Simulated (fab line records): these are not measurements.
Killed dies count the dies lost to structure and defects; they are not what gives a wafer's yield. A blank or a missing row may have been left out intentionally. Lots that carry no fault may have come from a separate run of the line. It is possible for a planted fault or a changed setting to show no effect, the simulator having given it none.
Which of the tools did it? / flow rit_cmos / 42 wafers from 14 lots sampled at 3 of the route's 202 steps

## WHAT THE GAUGES SHOWED, per wafer
RIT_PLDD_TW_MEAS_10. Usual: PLDD_TW typically reads 2350, with standard deviation 20.
lot=L667; measured=day 2 22:13; on=film_metro-01; PLDD_TW=2337 2339 2348; flag=
lot=L668; measured=day 3 02:23; on=film_metro-04; PLDD_TW=2319 2326 2319; flag=
lot=L669; measured=day 3 09:49; on=film_metro-02; PLDD_TW=2368 2361 2368; flag=
lot=L671; measured=day 3 21:27; on=film_metro-04; PLDD_TW=2316 2325 2326; flag=
lot=L674; measured=day 4 11:41; on=film_metro-01; PLDD_TW=2019 2031 2019 2021 2034 2020; flag=OFF
lot=L677; measured=day 5 01:57; on=film_metro-02; PLDD_TW=2057 2052 2054 2059 2051 2048; flag=OFF
lot=L682; measured=day 5 23:25; on=film_metro-04; PLDD_TW=2341 2338 2335; flag=
lot=L683; measured=day 6 06:04; on=film_metro-04; PLDD_TW=2339 2332 2345; flag=
lot=L684; measured=day 6 09:51; on=film_metro-04; PLDD_TW=2338 2340 2353; flag=
lot=L685; measured=day 6 20:59; on=film_metro-04; PLDD_TW=2346 2342 2334; flag=
lot=L686; measured=day 7 02:25; on=film_metro-02; PLDD_TW=2371 2346 2366; flag=
lot=L688; measured=day 7 10:16; on=film_metro-01; PLDD_TW=2344 2318 2329; flag=
lot=L689; measured=day 7 16:11; on=film_metro-04; PLDD_TW=2322 2322 2320; flag=
lot=L690; measured=day 8 00:28; on=film_metro-02; PLDD_TW=2361 2389 2387; flag=

RIT_SDANNEAL_RS_MEAS_06: measures by four-point-probe. Usual: PLDD_RS typically reads 178.8 ohm/sq, with standard deviation 0.48.
lot=L667; measured=day 3 04:23; on=film_metro-01; PLDD_RS (ohm/sq)=179.3 179.4 179.2; flag=
lot=L668; measured=day 3 08:37; on=film_metro-04; PLDD_RS (ohm/sq)=178.6 179.1 178.9; flag=
lot=L669; measured=day 3 15:54; on=film_metro-04; PLDD_RS (ohm/sq)=179.4 178.7 179.4; flag=
lot=L671; measured=day 4 03:38; on=film_metro-04; PLDD_RS (ohm/sq)=179.5 179.5 178.9; flag=
lot=L674; measured=day 4 22:57; on=film_metro-04; PLDD_RS (ohm/sq)=245.7 245.3 246.3 245.5 245.8 245.8; flag=OFF
lot=L677; measured=day 5 11:15; on=film_metro-04; PLDD_RS (ohm/sq)=245.9 245.3 245.7 246.1 245.2 246.1; flag=OFF
lot=L682; measured=day 6 05:46; on=film_metro-02; PLDD_RS (ohm/sq)=178.5 178.1 178.3; flag=
lot=L683; measured=day 6 12:17; on=film_metro-04; PLDD_RS (ohm/sq)=178.7 178.8 178.8; flag=
lot=L684; measured=day 6 16:02; on=film_metro-04; PLDD_RS (ohm/sq)=178.7 178.3 178.9; flag=
lot=L685; measured=day 7 04:08; on=film_metro-01; PLDD_RS (ohm/sq)=179.8 179.8 179.3; flag=
lot=L686; measured=day 7 08:46; on=film_metro-02; PLDD_RS (ohm/sq)=177.6 177.7 177.7; flag=
lot=L688; measured=day 7 16:43; on=film_metro-02; PLDD_RS (ohm/sq)=178.3 179.1 178.9; flag=
lot=L689; measured=day 7 22:17; on=film_metro-02; PLDD_RS (ohm/sq)=178.6 179.1 179.1; flag=
lot=L690; measured=day 8 06:41; on=film_metro-04; PLDD_RS (ohm/sq)=179.0 178.7 178.5; flag=

## TOOL THAT RAN EACH LOT (tool first, then ch and the chambers of the sampled wafers, then the start)
lot=L667; RIT_PLDD_IMPLANT_08=implanter-04 ch 0, day 2 21:56
lot=L668; RIT_PLDD_IMPLANT_08=implanter-04 ch 0, day 3 02:06
lot=L669; RIT_PLDD_IMPLANT_08=implanter-03 ch 0, day 3 09:30
lot=L671; RIT_PLDD_IMPLANT_08=implanter-01 ch 0, day 3 21:08
lot=L674; RIT_PLDD_IMPLANT_08=implanter-03 ch 0, day 4 11:22
lot=L677; RIT_PLDD_IMPLANT_08=implanter-03 ch 0, day 5 01:38
lot=L682; RIT_PLDD_IMPLANT_08=implanter-01 ch 0, day 5 23:06
lot=L683; RIT_PLDD_IMPLANT_08=implanter-01 ch 0, day 6 05:45
lot=L684; RIT_PLDD_IMPLANT_08=implanter-04 ch 0, day 6 09:31
lot=L685; RIT_PLDD_IMPLANT_08=implanter-04 ch 0, day 6 20:40
lot=L686; RIT_PLDD_IMPLANT_08=implanter-01 ch 0, day 7 02:05
lot=L688; RIT_PLDD_IMPLANT_08=implanter-04 ch 0, day 7 09:56
lot=L689; RIT_PLDD_IMPLANT_08=implanter-03 ch 0, day 7 15:52
lot=L690; RIT_PLDD_IMPLANT_08=implanter-04 ch 0, day 8 00:08
- RIT_PLDD_IMPLANT_08

## WHAT THE TOOLS THEMSELVES READ (means of the sampled wafers that have a number; where no wafer has one, the mark that the record gives instead)
RIT_PLDD_IMPLANT_08. Usual: dose_ions_cm2 8.999e+14, standard deviation 1.1e+12; faraday_current_uA 2823, standard deviation 61.
lot=L667 tool=implanter-04 dose_ions_cm2=8.988e+14 faraday_current_uA=2815 flag=
lot=L668 tool=implanter-04 dose_ions_cm2=9.010e+14 faraday_current_uA=2849 flag=
lot=L669 tool=implanter-03 dose_ions_cm2=9.005e+14 faraday_current_uA=2816 flag=
lot=L671 tool=implanter-01 dose_ions_cm2=9.007e+14 faraday_current_uA=2825 flag=
lot=L674 tool=implanter-03 dose_ions_cm2=5.217e+14 faraday_current_uA=1659 flag=OFF
lot=L677 tool=implanter-03 dose_ions_cm2=5.205e+14 faraday_current_uA=1687 flag=OFF
lot=L682 tool=implanter-01 dose_ions_cm2=9.000e+14 faraday_current_uA=2857 flag=
lot=L683 tool=implanter-01 dose_ions_cm2=8.998e+14 faraday_current_uA=2785 flag=
lot=L684 tool=implanter-04 dose_ions_cm2=8.998e+14 faraday_current_uA=2791 flag=
lot=L685 tool=implanter-04 dose_ions_cm2=9.003e+14 faraday_current_uA=2820 flag=
lot=L686 tool=implanter-01 dose_ions_cm2=9.010e+14 faraday_current_uA=2803 flag=
lot=L688 tool=implanter-04 dose_ions_cm2=8.982e+14 faraday_current_uA=2745 flag=
lot=L689 tool=implanter-03 dose_ions_cm2=8.998e+14 faraday_current_uA=2822 flag=
lot=L690 tool=implanter-04 dose_ions_cm2=8.996e+14 faraday_current_uA=2850 flag=

## THE ANSWER, worked out from the rows above alone
Rule: a lot counts as off when the mean over its wafers that have a number is more than 3 standard deviations away from the usual mean. A lot without any number at a reading at which 4 lots or more have one is off too. Any other lot the step has rows for is counted as sound. Order of review: gauges by route order, followed by the tools' own readings, for which a lot's mean as printed above is used. The first step at which some lot is off is used, and at that step the reading that is off furthest; a lot without a number counts as furthest.
Off: at RIT_PLDD_TW_MEAS_10 (PLDD_TW), L674, L677.
If a tool, at a process step before that reading, ran all the lots that are off and no sound lot after the first of them, it fits. The gauges at RIT_PLDD_TW_MEAS_10 aren't tried: what is off there is off at RIT_SDANNEAL_RS_MEAS_06 too, on other tools, and a gauge's error can't cause that. Not one of the candidates tried fits.

## WHAT HAD BEEN PUT IN BY THE SIMULATOR
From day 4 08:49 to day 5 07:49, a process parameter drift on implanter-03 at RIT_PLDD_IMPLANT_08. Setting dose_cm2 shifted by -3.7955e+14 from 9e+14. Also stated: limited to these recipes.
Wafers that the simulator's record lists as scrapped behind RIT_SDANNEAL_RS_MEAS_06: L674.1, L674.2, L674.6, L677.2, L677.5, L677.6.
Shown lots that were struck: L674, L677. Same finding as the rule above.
